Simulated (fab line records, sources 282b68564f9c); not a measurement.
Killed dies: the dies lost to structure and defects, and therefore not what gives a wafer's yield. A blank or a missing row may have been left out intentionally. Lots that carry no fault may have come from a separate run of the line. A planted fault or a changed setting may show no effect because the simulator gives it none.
fab line records	flow rit_cmos
record lots=7	wafers=21	last_day=6
route steps=202 shown ACTIVE@1 FOX1@20 FOX2@23 M1@202
lots that met no fault: taken from a fault-free run of the same line
start_h: the number of hours between the record's first day and the start of the first shown wafer of the lot	wait_h: hours since the lot's step before	" same as the row above	L1.1+2: a row that stands for several wafers	- either no value or no given start	* or withheld: withheld	< > ~ a bound
route shown NAME@n: a module of which the file shows steps, and the number in the route of the first	usual: mean and standard deviation over wafers with no fault	same: alike in all rows	chamber/n: place in a boat	sites: readings site by site	_std_site: how widely they spread, as a standard deviation	_edge_site: the outer-site mean with the inner-site mean subtracted	radius_mm: for every site, how far away it sits from the centre of the wafer	mask NAME#n: copy n	behind: tool/chamber where the wafer was last shaped	hold: reason for holding the lot/hours on hold/outcome of the hold	device: transistor that didn't switch, given as n, p or np	end of line: the tests these same wafers got at the end of their route	a step without rows: its recipe alone	killed: count of dies lost to structure and defects at first sort (not the wafer's yield)	map: a wafer's dies, marking killed ones x, the rest . and places with no die _
set.NAME: the setting as run; set.NAME@STEP: as run at that earlier step	model.NAME: the simulator's own value behind a step, which no gauge read
a table for each step, a row for each wafer; lots at some steps of the route
services: the hour from which a tool's chamber was out of use, counted from the record's first day as start_h (under 0 if before that day), plus the number of hours and why
## steps
# step RIT_ACTIVE_BOW_MEAS_00
# recipe mode=bow
# usual INCOMING_BOW=1/6
lot.wafer	tool	chamber	start_h	wait_h	INCOMING_BOW[um]
L733.2	film_metro-04	-	10.02	-	-10
L733.4	"	-	"	"	-7
L733.5	"	-	"	"	-4
L735.2	film_metro-04	-	20.02	-	-3
L735.3	"	-	"	"	-8
L735.4	"	-	"	"	-3
L737.2	film_metro-04	-	30.02	-	4
L737.3	"	-	"	"	0
L737.6	"	-	"	"	-1
L740.2	film_metro-01	-	45.02	-	-7
L740.3	"	-	"	"	-3
L740.6	"	-	"	"	10
L745.2	film_metro-02	-	70.02	-	1
L745.3	"	-	"	"	3
L745.5	"	-	"	"	2
L747.1	film_metro-04	-	80.00	-	2
L747.2	"	-	"	"	0
L747.3	"	-	"	"	8
L752.1	film_metro-04	-	105.00	-	-1
L752.2	"	-	"	"	7
L752.3	"	-	"	"	-1
# step RIT_ACTIVE_OXIDATION_01
# recipe temp_c=1000	ambient=O2	target_thk_a=468	ox_time_s=3360
lot.wafer	tool	chamber	start_h	wait_h
L733.2+4+5	furnace-04	0	10.86	0.8
L735.2+3+4	furnace-04	0	20.12	0.1
L737.2+3+6	furnace-03	0	30.12	0.1
L737.2+3+6	furnace-03	0	32.22	0.2
L740.2+3+6	furnace-04	0	46.05	1.0
L745.2+3+5	furnace-04	0	70.12	0.1
L745.2+3+5	furnace-04	0	72.22	0.2
L747.1+2+3	furnace-04	0	80.24	0.2
L747.1+2+3	furnace-04	0	83.48	1.3
L752.1+2+3	furnace-01	0	105.32	0.3
# step RIT_ACTIVE_THK_MEAS_02
# recipe reads=SiO2_of_ACTIVE_OXIDATION_01
# usual ACTIVE_OXIDE_THK=46.8/0.83
lot.wafer	tool	chamber	start_h	wait_h	ACTIVE_OXIDE_THK[nm]
L733.2	film_metro-02	-	12.80	0.0	49.6
L733.4	"	-	"	"	48.9
L733.5	"	-	"	"	48.4
L735.2	film_metro-04	-	22.06	0.0	45.5
L735.3	"	-	"	"	46.2
L735.4	"	-	"	"	46.7
L737.2	film_metro-02	-	34.22	0.1	76.9
L737.3	"	-	"	"	76.5
L737.6	"	-	"	"	75.0
L740.2	film_metro-04	-	47.99	0.0	47.1
L740.3	"	-	"	"	47.5
L740.6	"	-	"	"	47.0
L745.2	film_metro-01	-	74.16	0.0	72.4
L745.3	"	-	"	"	73.4
L745.5	"	-	"	"	72.6
L747.1	film_metro-01	-	85.42	0.0	72.4
L747.2	"	-	"	"	73.3
L747.3	"	-	"	"	72.2
L752.1	film_metro-01	-	107.26	0.0	46.3
L752.2	"	-	"	"	45.8
L752.3	"	-	"	"	46.0
# step RIT_ACTIVE_CVD_03
# recipe material=Si3N4	target_thk_nm=150	temp_c=810	precursor=SiH2Cl2/NH3	time_s=1500	pressure_mtorr=300	sih2cl2_flow_sccm=60	nh3_flow_sccm=150
# step RIT_ACTIVE_THK_MEAS_04
# recipe reads=Si3N4_of_ACTIVE_CVD_03
# usual ACTIVE_NITRIDE_THK=150.0/1.4
lot.wafer	tool	chamber	start_h	wait_h	ACTIVE_NITRIDE_THK[nm]
L733.2	film_metro-01	-	14.28	0.0	152.4
L733.4	"	-	"	"	150.4
L733.5	"	-	"	"	151.2
L735.2	film_metro-01	-	23.54	0.0	149.0
L735.3	"	-	"	"	149.6
L735.4	"	-	"	"	150.2
L737.2	film_metro-01	-	35.70	0.0	151.1
L737.3	"	-	"	"	150.7
L737.6	"	-	"	"	149.7
L740.2	film_metro-01	-	49.47	0.0	152.5
L740.3	"	-	"	"	153.9
L740.6	"	-	"	"	153.0
L745.2	film_metro-01	-	75.64	0.0	151.6
L745.3	"	-	"	"	151.5
L745.5	"	-	"	"	150.6
L747.1	film_metro-04	-	86.89	0.0	149.8
L747.2	"	-	"	"	149.2
L747.3	"	-	"	"	149.7
L752.1	film_metro-04	-	108.73	0.0	148.4
L752.2	"	-	"	"	147.4
L752.3	"	-	"	"	148.7
# step RIT_ACTIVE_HMDS_05
# recipe prime_time_s=60	prime_temp_c=140
# step RIT_ACTIVE_COAT_06
# recipe resist=NOVOLAK	spin_rpm=3250	resist_thk_nm=1000
# step RIT_ACTIVE_SOFTBAKE_07
# recipe resist=NOVOLAK	temp_c=90	time_s=60
# step RIT_ACTIVE_EXPOSE_08
# recipe mask_id=M1	na=0.6	source_shape=conventional	sigma_outer=0.6	target_cd_nm=1400	dose_mj=225
# step RIT_ACTIVE_PEB_09
# recipe resist=NOVOLAK	temp_c=withheld	time_s=withheld
# step RIT_ACTIVE_DEVELOP_10
# recipe resist=NOVOLAK	develop_time_s=50	dev_temp_c=23
# step RIT_ACTIVE_CD_MEAS_11
# recipe target_cd_nm=1400
# usual cd_nm=1400.7/2.3
lot.wafer	tool	chamber	start_h	wait_h	cd_nm
L733.2	cd_sem-02	-	15.32	-	1397.8
L733.4	"	-	"	"	1398.3
L733.5	"	-	"	"	1397.4
L735.2	cd_sem-01	-	24.58	-	1404.2
L735.3	"	-	"	"	1404.4
L735.4	"	-	"	"	1406.2
L737.2	cd_sem-02	-	36.93	-	1401.6
L737.3	"	-	"	"	1402.3
L737.6	"	-	"	"	1401.2
L740.2	cd_sem-01	-	50.39	-	1398.9
L740.3	"	-	"	"	1398.4
L740.6	"	-	"	"	1398.7
L745.2	cd_sem-01	-	76.73	-	1404.9
L745.3	"	-	"	"	1404.3
L745.5	"	-	"	"	1403.4
L747.1	cd_sem-02	-	88.97	-	1400.5
L747.2	"	-	"	"	1400.4
L747.3	"	-	"	"	1401.0
L752.1	cd_sem-02	-	109.64	-	1397.1
L752.2	"	-	"	"	1399.0
L752.3	"	-	"	"	1398.1
# step RIT_ACTIVE_HARDBAKE_12
# recipe resist=NOVOLAK	temp_c=140	time_s=60
# step RIT_ACTIVE_ETCH_13
# recipe stop_on=SiO2	chemistry=SF6	target=Si3N4	time_s=210	over_etch_frac=0.4	SF6_flow_sccm=200	pressure_mtorr=260	rf_w=125	target_depth_a=2100
# usual drypump_motor_current_A=5.9/0.46	oes_product_au=0.824/0.013	throttle_valve_pct=7.47/0.12
lot.wafer	tool	chamber	start_h	wait_h	drypump_motor_current_A	oes_product_au	rf_hours_counter_h	throttle_valve_pct	model.SiO2_of_ACTIVE_OXIDATION_01.thk_nm
L733.2	rie_diel-01	3	15.57	0.1	6.7	0.837	78	7.39	49.63
L733.4	"	0	"	"	6.2	0.817	141	7.59	48.97
L733.5	"	0	"	"	6.2	0.818	-	7.61	48.4
L735.2	rie_diel-02	3	24.83	0.1	5.2	0.816	7	7.36	43.53
L735.3	"	0	"	"	5.8	0.813	88	7.34	44.65
L735.4	"	1	"	"	5.7	0.816	85	7.60	45.46
L737.2	rie_diel-01	2	37.32	0.1	6.3	0.835	155	7.31	76.87
L737.3	"	0	"	"	6.2	0.818	142	7.60	76.46
L737.6	"	3	"	"	6.7	0.832	-	7.41	74.96
L740.2	rie_diel-02	1	50.64	0.1	5.7	0.819	85	7.59	45.89
L740.3	"	2	"	"	5.5	0.835	49	7.51	47.52
L740.6	"	0	"	"	5.7	0.819	-	7.36	45.43
L745.2	rie_diel-04	2	77.12	0.1	5.7	0.851	114	7.39	69.34
L745.3	"	0	"	"	6.0	0.830	1	7.73	73.34
L745.5	"	2	"	"	5.7	0.849	-	7.40	69.51
L747.1	rie_diel-01	2	89.32	0.1	6.3	0.840	157	7.34	72.4
L747.2	"	3	"	"	6.7	0.837	79	7.39	73.3
L747.3	"	0	"	"	6.2	0.817	143	7.60	72.21
L752.1	rie_diel-04	3	109.91	0.1	5.2	0.803	49	7.40	46.28
L752.2	"	2	"	"	5.7	0.832	115	7.39	42.72
L752.3	"	0	"	"	6.0	0.819	2	7.73	46.04
# step RIT_ACTIVE_STRIP_14
# recipe chemistry=O2	time_s=180	resist=NOVOLAK	platen_temp_c=withheld	power_w=500	pressure_mtorr=4000	o2_flow_sccm=4000
# usual drypump_motor_current_A=5.7/0.46
lot.wafer	tool	chamber	start_h	wait_h	drypump_motor_current_A	rf_hours_counter_h
L733.2	plasma_asher-04	0	15.70	0.1	5.3	37
L733.4	"	0	"	"	5.3	-
L733.5	"	1	"	"	6.0	-
L735.2	plasma_asher-02	1	24.97	0.1	5.3	41
L735.3	"	0	"	"	6.2	-
L735.4	"	1	"	"	5.3	-
L737.2	plasma_asher-04	0	37.56	0.2	5.3	39
L737.3	"	1	"	"	6.1	-
L737.6	"	0	"	"	5.2	-
L740.2	plasma_asher-02	1	50.77	0.1	5.2	43
L740.3	"	0	"	"	6.2	-
L740.6	"	0	"	"	6.2	-
L745.2	plasma_asher-04	1	77.44	0.3	6.1	43
L745.3	"	1	"	"	6.0	-
L745.5	"	0	"	"	5.2	-
L747.1	plasma_asher-02	1	89.46	0.1	5.2	47
L747.2	"	0	"	"	6.2	47
L747.3	"	1	"	"	5.3	-
L752.1	plasma_asher-01	0	110.05	0.1	6.1	50
L752.2	"	1	"	"	5.1	50
L752.3	"	0	"	"	6.2	-
# step RIT_ACTIVE_CD_MEAS_90
# recipe target_cd_nm=1400
# usual cd_nm=1400.7/2.3
lot.wafer	tool	chamber	start_h	wait_h	cd_nm
L733.2	cd_sem-01	-	15.90	0.1	1397.8
L733.4	"	-	"	"	1398.1
L733.5	"	-	"	"	1397.7
L735.2	cd_sem-01	-	25.16	0.1	1404.2
L735.3	"	-	"	"	1404.5
L735.4	"	-	"	"	1406.9
L737.2	cd_sem-01	-	37.76	0.1	1402.1
L737.3	"	-	"	"	1401.7
L737.6	"	-	"	"	1402.1
L740.2	cd_sem-02	-	50.97	0.1	1398.8
L740.3	"	-	"	"	1398.4
L740.6	"	-	"	"	1398.6
L745.2	cd_sem-01	-	77.64	0.1	1404.8
L745.3	"	-	"	"	1404.7
L745.5	"	-	"	"	1403.6
L747.1	cd_sem-01	-	89.63	0.1	1400.7
L747.2	"	-	"	"	1400.3
L747.3	"	-	"	"	1401.0
L752.1	cd_sem-02	-	110.22	0.1	1397.6
L752.2	"	-	"	"	1398.6
L752.3	"	-	"	"	1398.7
# step RIT_ACTIVE_CLEAN_15
# recipe chemistry=SC1	mix=3:3:50	time_s=600	temp_c=75
# step RIT_ACTIVE_CLEAN_16
# recipe chemistry=dHF	dilution=50:1	time_s=30
# step RIT_ACTIVE_CLEAN_17
# recipe chemistry=SC2	mix=3:3:50	time_s=600	temp_c=75	dry=n2_spin
# step RIT_FOX1_OXIDATION_00
# recipe temp_c=1100	ambient=H2O	target_thk_a=3507	p_h2o_torr=720	ox_time_s=1130
# step RIT_FOX1_THK_MEAS_01
# recipe reads=SiO2_of_FOX1_OXIDATION_00
# usual FOX1_OXIDE_THK=347/7.1
lot.wafer	tool	chamber	start_h	wait_h	FOX1_OXIDE_THK[nm]
L733.2	film_metro-03	-	18.63	0.0	356
L733.4	"	-	"	"	355
L733.5	"	-	"	"	361
L735.2	film_metro-03	-	27.83	0.0	353
L735.3	"	-	"	"	352
L735.4	"	-	"	"	355
L737.2	film_metro-03	-	39.81	0.1	354
L737.3	"	-	"	"	351
L737.6	"	-	"	"	347
L740.2	film_metro-03	-	52.81	0.0	336
L740.3	"	-	"	"	341
L740.6	"	-	"	"	337
L745.2	film_metro-03	-	79.48	0.0	334
L745.3	"	-	"	"	343
L745.5	"	-	"	"	342
L747.1	film_metro-01	-	92.63	0.0	342
L747.2	"	-	"	"	344
L747.3	"	-	"	"	346
L752.1	film_metro-02	-	113.25	0.0	348
L752.2	"	-	"	"	342
L752.3	"	-	"	"	343
# step RIT_FOX1_WET_ETCH_02
# recipe chemistry=BOE	target_depth_nm=350	time_s=390	temp_c=21.5	dry=n2_spin	dilution=10:1	target=SiO2
# step RIT_FOX2_OXIDATION_00
# recipe temp_c=1100	ambient=H2O	target_thk_a=3507	p_h2o_torr=720	ox_time_s=1130
# step RIT_FOX2_THK_MEAS_01
# recipe reads=SiO2_of_FOX2_OXIDATION_00
# usual FOX2_OXIDE_THK=349/7.8
lot.wafer	tool	chamber	start_h	wait_h	FOX2_OXIDE_THK[nm]
L733.2	film_metro-02	-	20.12	0.0	358
L733.4	"	-	"	"	361
L733.5	"	-	"	"	356
L735.2	film_metro-04	-	29.32	0.0	353
L735.3	"	-	"	"	349
L735.4	"	-	"	"	350
L737.2	film_metro-02	-	41.30	0.0	352
L737.3	"	-	"	"	360
L737.6	"	-	"	"	359
L740.2	film_metro-03	-	54.43	0.0	342
L740.3	"	-	"	"	333
L740.6	"	-	"	"	342
L745.2	film_metro-03	-	82.55	0.0	341
L745.3	"	-	"	"	343
L745.5	"	-	"	"	347
L747.1	film_metro-02	-	94.12	0.0	337
L747.2	"	-	"	"	347
L747.3	"	-	"	"	341
L752.1	film_metro-02	-	114.78	0.0	347
L752.2	"	-	"	"	348
L752.3	"	-	"	"	348
# step RIT_FOX2_CLEAN_02
# recipe chemistry=dHF	dilution=50:1	time_s=180
# step RIT_FOX2_WET_ETCH_03
# recipe chemistry=H3PO4	target=Si3N4	target_depth_nm=195	temp_c=165	time_s=2700
lot.wafer	tool	chamber	start_h	wait_h	model.SiO2_of_ACTIVE_OXIDATION_01.thk_nm
L733.2	wet_bench-04	1	20.28	0.0	44.15
L733.4	"	1	"	"	43.55
L733.5	"	1	"	"	43.04
L735.2	wet_bench-03	0	29.43	0.0	38.58
L735.3	"	0	"	"	39.6
L735.4	"	0	"	"	40.29
L737.2	wet_bench-04	3	41.67	0.1	68.23
L737.3	"	3	"	"	67.85
L737.6	"	3	"	"	66.52
L740.2	wet_bench-01	2	54.61	0.0	40.84
L740.3	"	2	"	"	42.3
L740.6	"	2	"	"	40.42
L745.2	wet_bench-01	0	82.66	0.0	61.46
L745.3	"	0	"	"	64.96
L745.5	"	0	"	"	61.58
L747.1	wet_bench-03	2	94.24	0.0	64.49
L747.2	"	2	"	"	65.24
L747.3	"	2	"	"	64.33
L752.1	wet_bench-01	2	114.91	0.0	41.17
L752.2	"	2	"	"	38.01
L752.3	"	2	"	"	40.96
# step RIT_FOX2_THK_MEAS_90
# recipe reads=SiO2_of_FOX2_OXIDATION_00
# usual FIELD_OXIDE_LEFT_1_THK=322/7.9
lot.wafer	tool	chamber	start_h	wait_h	FIELD_OXIDE_LEFT_1_THK[nm]
L733.2	film_metro-03	-	21.05	0.0	330
L733.4	"	-	"	"	334
L733.5	"	-	"	"	329
L735.2	film_metro-03	-	30.96	0.0	325
L735.3	"	-	"	"	321
L735.4	"	-	"	"	322
L737.2	film_metro-02	-	42.44	0.0	324
L737.3	"	-	"	"	332
L737.6	"	-	"	"	331
L740.2	film_metro-03	-	55.38	0.0	314
L740.3	"	-	"	"	306
L740.6	"	-	"	"	315
L745.2	film_metro-03	-	83.43	0.0	313
L745.3	"	-	"	"	316
L745.5	"	-	"	"	320
L747.1	film_metro-02	-	95.12	0.1	310
L747.2	"	-	"	"	320
L747.3	"	-	"	"	314
L752.1	film_metro-02	-	115.82	0.0	319
L752.2	"	-	"	"	320
L752.3	"	-	"	"	321
# step RIT_M1_PROBE_99
# usual killed_at_M0_to_M3=0.0/0.18	killed_at_front_end=7/3	killed_dies=7/3.1	killed_open=3.3/1.8	killed_short=3.6/2
# same gross_dies=264	killed_at_M4_up=0	killed_at_back_side=0	killed_at_contacts=0	killed_at_other=0
lot.wafer	tool	chamber	start_h	wait_h	killed_at_M0_to_M3	killed_at_front_end	killed_dies	killed_open	killed_short
L735.2	prober-01	-	73.52	0.1	0	4	4	2	2
L735.3	prober-01	-	73.57	0.2	1	6	7	4	3
L735.4	prober-01	-	73.62	0.2	0	3	3	1	2
L737.2	prober-01	-	85.54	0.1	0	6	6	3	3
L737.3	prober-01	-	85.59	0.2	0	12	12	5	7
L737.6	prober-01	-	85.74	0.2	0	4	4	2	2
L740.2	prober-02	-	92.61	0.1	0	6	6	2	4
L740.3	prober-02	-	92.66	0.2	0	6	6	5	1
L740.6	prober-02	-	92.81	0.2	0	6	6	4	2
L745.2	prober-01	-	128.84	0.1	0	9	9	7	2
L745.3	prober-01	-	128.89	0.2	0	8	8	3	5
L745.5	prober-01	-	128.99	0.2	0	5	5	2	3
L747.1	prober-01	-	137.83	0.1	0	4	4	3	1
L747.2	prober-01	-	137.88	0.1	0	7	7	6	1
L747.3	prober-01	-	137.93	0.2	0	8	8	1	7
L752.1	prober-02	-	154.59	0.1	0	7	7	1	6
L752.2	prober-02	-	154.64	0.1	0	5	5	4	1
L752.3	prober-02	-	154.69	0.2	1	4	5	2	3
# killed by level:class
L735.2 FOX1:geometric_particle:open=1 SPACER:geometric_particle:short=1 SILICIDE:geometric_particle:open=1 SILICIDE:geometric_particle:short=1
L735.3 REOX:geometric_particle:open=2 FOX2:geometric_particle:open=1 GATE:geometric_particle:short=1 GATE:geometric_particle:open=1 SPACER:geometric_particle:short=1 M1:geometric_particle:short=1
L735.4 FOX1:geometric_particle:open=1 REOX:geometric_particle:short=1 SILICIDE:geometric_particle:short=1
L737.2 SPACER:geometric_particle:short=2 FOX1:geometric_particle:short=1 FOX2:geometric_particle:open=1 GATE:geometric_particle:open=1 REOX:geometric_particle:open=1
L737.3 GATE:geometric_particle:short=3 GATE:geometric_particle:open=2 FOX1:geometric_particle:open=1 FOX1:geometric_particle:short=1 FOX2:geometric_particle:open=1 REOX:geometric_particle:open=1 REOX:geometric_particle:short=1 SPACER:geometric_particle:short=1
L737.6 FOX1:geometric_particle:short=1 GATE:geometric_particle:short=1 SPACER:geometric_particle:open=1 SILICIDE:geometric_particle:open=1
L740.2 GATE:geometric_particle:short=2 FOX2:geometric_particle:short=1 GATE:geometric_particle:open=1 REOX:geometric_particle:short=1 SPACER:geometric_particle:open=1
L740.3 GATE:geometric_particle:open=4 FOX1:geometric_particle:short=1 SPACER:geometric_particle:open=1
L740.6 REOX:geometric_particle:open=3 FOX1:geometric_particle:open=1 GATE:geometric_particle:short=1 REOX:geometric_particle:short=1
L745.2 GATE:geometric_particle:open=3 FOX1:geometric_particle:short=2 SILICIDE:geometric_particle:open=2 REOX:geometric_particle:open=1 SPACER:geometric_particle:open=1
L745.3 GATE:geometric_particle:short=2 FOX1:geometric_particle:short=1 GATE:geometric_particle:open=1 REOX:geometric_particle:open=1 REOX:geometric_particle:short=1 SILICIDE:geometric_particle:open=1 SILICIDE:geometric_particle:short=1
L745.5 FOX1:geometric_particle:short=2 FOX2:geometric_particle:open=1 REOX:geometric_particle:short=1 SILICIDE:geometric_particle:open=1
L747.1 FOX2:geometric_particle:open=1 GATE:geometric_particle:open=1 GATE:geometric_particle:short=1 REOX:geometric_particle:open=1
L747.2 GATE:geometric_particle:open=3 SPACER:geometric_particle:open=2 GATE:geometric_particle:short=1 SILICIDE:geometric_particle:open=1
L747.3 FOX1:geometric_particle:short=2 FOX2:geometric_particle:short=2 REOX:geometric_particle:short=2 SPACER:geometric_particle:short=1 SILICIDE:geometric_particle:open=1
L752.1 FOX1:geometric_particle:short=3 GATE:geometric_particle:short=2 GATE:geometric_particle:open=1 SILICIDE:geometric_particle:short=1
L752.2 SILICIDE:geometric_particle:open=2 FOX1:geometric_particle:open=1 GATE:geometric_particle:open=1 SILICIDE:geometric_particle:short=1
L752.3 FOX1:geometric_particle:open=2 GATE:geometric_particle:short=2 M1:geometric_particle:short=1
## services
tool	chamber	start_h	hours	kind
plasma_asher-04	-	-11.63	3.5	pm
rie_diel-04	0	4.76	10.6	repair
wet_bench-01	-	20.44	3.0	repair
rie_diel-02	-	26.24	2.8	pm
furnace-04	-	34.39	2.6	pm
rie_diel-02	3	34.64	1.4	repair
furnace-01	-	59.51	4.3	pm
rie_diel-04	3	64.28	8.8	repair
plasma_asher-04	-	66.74	3.4	repair
rie_diel-04	3	74.23	2.4	repair
rie_diel-02	1	77.01	33.7	repair
rie_diel-04	1	101.29	-	clean
rie_diel-04	1	101.29	23.8	scheduled_down
rie_diel-04	1	101.29	23.8	vent_cycle
rie_diel-02	0	105.67	10.8	repair
plasma_asher-02	-	108.75	9.0	pm
plasma_asher-02	0	108.75	9.0	vent_cycle
plasma_asher-02	1	108.75	9.0	vent_cycle
rie_diel-04	-	111.26	14.6	pm
wet_bench-04	-	112.44	2.1	repair
## key
first_sign step=RIT_ACTIVE_OXIDATION_01	reading=visit	direction=added
effect step=RIT_ACTIVE_THK_MEAS_02	reading=ACTIVE_OXIDE_THK	direction=up	sigmas=33	usual=46.8	struck=73.8
model_effect step=RIT_ACTIVE_ETCH_13	value=SiO2_of_ACTIVE_OXIDATION_01.thk_nm	without=43.47	struck=69.43
model_effect step=RIT_FOX2_WET_ETCH_03	value=SiO2_of_ACTIVE_OXIDATION_01.thk_nm	without=41.08	struck=64.96
met_at RIT_ACTIVE_OXIDATION_01
struck_wafers L737.2,L737.3,L737.6,L745.2,L745.3,L745.5,L747.1,L747.2,L747.3
tester_left_out L737,L745,L747
fault kind=repeated_step_whole	tool=furnace-01,furnace-03,furnace-04	chamber=-	onset_h=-	steps=RIT_ACTIVE_OXIDATION_01	times=1	scope=struck_lots_only
# tester_left_out: of these lots the tester's yield and bins aren't shown, on N5 and GAA mostly nor the transistor test; their killed dies are dies lost to structure and defects alone, not to doping, threshold or leakage, so they don't give the yield
